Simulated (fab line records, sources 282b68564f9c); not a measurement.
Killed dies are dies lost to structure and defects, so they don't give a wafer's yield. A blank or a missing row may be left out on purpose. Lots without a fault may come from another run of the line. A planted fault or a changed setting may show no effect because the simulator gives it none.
One fault seen from 2 desks | flow rit_cmos | each desk has only its own numbers; what lay behind them comes last

THE METROLOGY DESK
What the gauges read, lot by lot, whatever tool the lot ran on: means of the sampled wafers that have a number. A lot is out of limits, marked OUT, if its mean lies more than 4 standard deviations from the usual mean; the brackets give that distance. Of its 10 readings 7 are shown: those that lie furthest out on some lot.
Columns: A = PLDD_TW at RIT_PLDD_TW_MEAS_10, usual 2358; B = SPACER_NITRIDE_THK at RIT_SPACER_THK_MEAS_04, usual 249.2 nm; C = NSD_TW at RIT_NSD_TW_MEAS_10, usual 3137; D = PSD_OVL at RIT_PSD_OVL_MEAS_06, usual 0.7 nm; E = PSD_TW at RIT_PSD_TW_MEAS_10, usual 3458; F = PSD_RS at RIT_SDANNEAL_RS_MEAS_04, usual 115.8 ohm/sq; G = NSD_RS at RIT_SDANNEAL_RS_MEAS_05, usual 84.54 ohm/sq
lot  | first seen here | A    | B     | C    | D   | E    | F     | G
L708 | day 3 09:49     | 2391 | 252.9 | 3170 | 1.1 | 3405 | 115.6 | 84.66
L718 | day 5 08:32     | 2376 | 250.6 | 3156 | 0.6 | 3455 | 116.4 | 84.47
L719 | day 5 17:33     | 2369 | 246.2 | 3075 | 1.1 | 3463 | 115.9 | 84.90
L722 | day 6 05:06     | 2364 | 248.5 | 3147 | 1.5 | 3469 | 115.7 | 84.64
L726 | day 7 00:37     | 2391 | 255.2 | 3185 | 3.9 | 3389 | 115.5 | 84.41
L728 | day 7 14:28     | 2322 | 248.0 | 3087 | 1.4 | 3383 | 116.2 | 84.40
This desk's finding: nothing out of limits on any of the 6 lots.

THE TOOL OWNER'S DESK: rie_diel-02
The tool's own readings at RIT_SPACER_ETCHBACK_05 (etches Si3N4 in SF6/CHF3, stops on SiO2, target depth 250 nm, time 240 s): means of the sampled wafers that have a number, for each lot that ran on this tool. A lot is out of limits, marked OUT, if its mean lies more than 4 standard deviations from the usual mean; the brackets give that distance.
Columns: A = drypump_motor_current_A at RIT_SPACER_ETCHBACK_05, usual 5.8 A; B = oes_product_au at RIT_SPACER_ETCHBACK_05, usual 0.843 a.u.; C = run_length_s at RIT_SPACER_ETCHBACK_05, usual 268.2 s; D = throttle_valve_pct at RIT_SPACER_ETCHBACK_05, usual 10.24 %
lot  | first seen here | A   | B               | C                       | D
L718 | day 5 11:28     | 6.2 | 0.853           | 268.1                   | 10.13
L719 | day 5 20:34     | 5.8 | 0.667 (-14) OUT | 364.2 (+99 or more) OUT | 10.18
L722 | day 6 08:01     | 5.8 | 0.670 (-13) OUT | 363.9 (+99 or more) OUT | 10.19
This desk's finding: out of limits on L719, L722; first on L719, day 5 20:34 (oes_product_au at RIT_SPACER_ETCHBACK_05). In limits: L718.

PUT TOGETHER
The tool owner's desk could have raised an alarm at day 5 20:34, on L719, L722.
The metrology desk saw nothing out of limits.
The metrology desk has L719, L722 on record, within its limits.
Of the lots named, all ran RIT_SPACER_ETCHBACK_05 on rie_diel-02.

WHAT THE SIMULATOR HAD PUT IN
Process parameter drift: rie_diel-02, from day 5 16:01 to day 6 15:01, at RIT_SPACER_ETCHBACK_05. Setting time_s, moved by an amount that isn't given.
Lots struck among those shown: L719, L722.
Hours from the fault's start to each desk's first reading out of limits: the tool owner's desk, 5.
